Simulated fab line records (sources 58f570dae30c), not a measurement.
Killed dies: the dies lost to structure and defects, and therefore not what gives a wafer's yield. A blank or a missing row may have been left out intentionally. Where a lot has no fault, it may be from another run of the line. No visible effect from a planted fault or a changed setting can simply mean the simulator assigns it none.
The same fault as seen by 2 desks    flow berkeley_cmos170    what lay behind the numbers comes last; until then each desk has only its own

AT THE METROLOGY DESK
Means of the sampled wafers that have a number, per lot and without regard to the tool the lot ran on: this is what the gauges read. A lot is out of limits, marked OUT, if its mean lies more than 4 standard deviations from the usual mean; the brackets give that distance.
Columns: A = PWELL_TW at UCB170_PWELL_TW_MEAS_17, usual 378.8
lot   first seen here  A
L889  day 3 11:10      381.5
L890  day 3 18:42      375.1
L892  day 3 23:44      381.7
L893  day 4 05:49      381.4
L898  day 5 00:23      382.1
L900  day 5 12:12      377.9
L901  day 5 18:41      375.0
L903  day 6 09:22      375.8
L902  day 6 09:38      375.7
L904  day 6 11:40      375.5
L906  day 6 11:47      381.0
L905  day 6 11:53      375.4
L910  day 7 04:12      376.4
L911  day 7 10:00      380.7
Result from this desk: across the 14 lots, nothing is out of limits.

AT THE TOOL OWNER'S DESK: litho_track-04
The tool's own readings at UCB170_ZERO_COAT_01 (resist thk 900 nm): means of the sampled wafers that have a number, for each lot that ran on this tool. A lot is out of limits, marked OUT, if its mean lies more than 4 standard deviations from the usual mean; the brackets give that distance.
Columns: A = spin_speed_rpm at UCB170_ZERO_COAT_01, usual 1499.9 rpm
lot   first seen here  A
L889  day 1 20:36      1500.4
L898  day 3 17:13      1500.9
L901  day 4 06:18      1461.4 (-32) OUT
L902  day 4 12:23      1459.9 (-33) OUT
This desk's verdict: out of limits on L901, L902, starting with L901 at day 4 06:18 (spin_speed_rpm at UCB170_ZERO_COAT_01). L889, L898 stayed within limits.

ALL TOGETHER
An alarm could have come from the tool owner's desk at day 4 06:18, on L901, L902.
From the metrology desk's view, nothing was out of limits.
The metrology desk has L901, L902 on record, within its limits.
The lots listed all ran UCB170_ZERO_COAT_01 on litho_track-04.

WHAT THE SIMULATOR HAD INSERTED
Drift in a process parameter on litho_track-04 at UCB170_ZERO_COAT_01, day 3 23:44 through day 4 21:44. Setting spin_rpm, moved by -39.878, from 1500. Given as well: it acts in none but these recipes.
Lots struck among those shown: L901, L902.
Delay in hours, fault start to first out-of-limits reading, by desk: the tool owner's desk at 7.
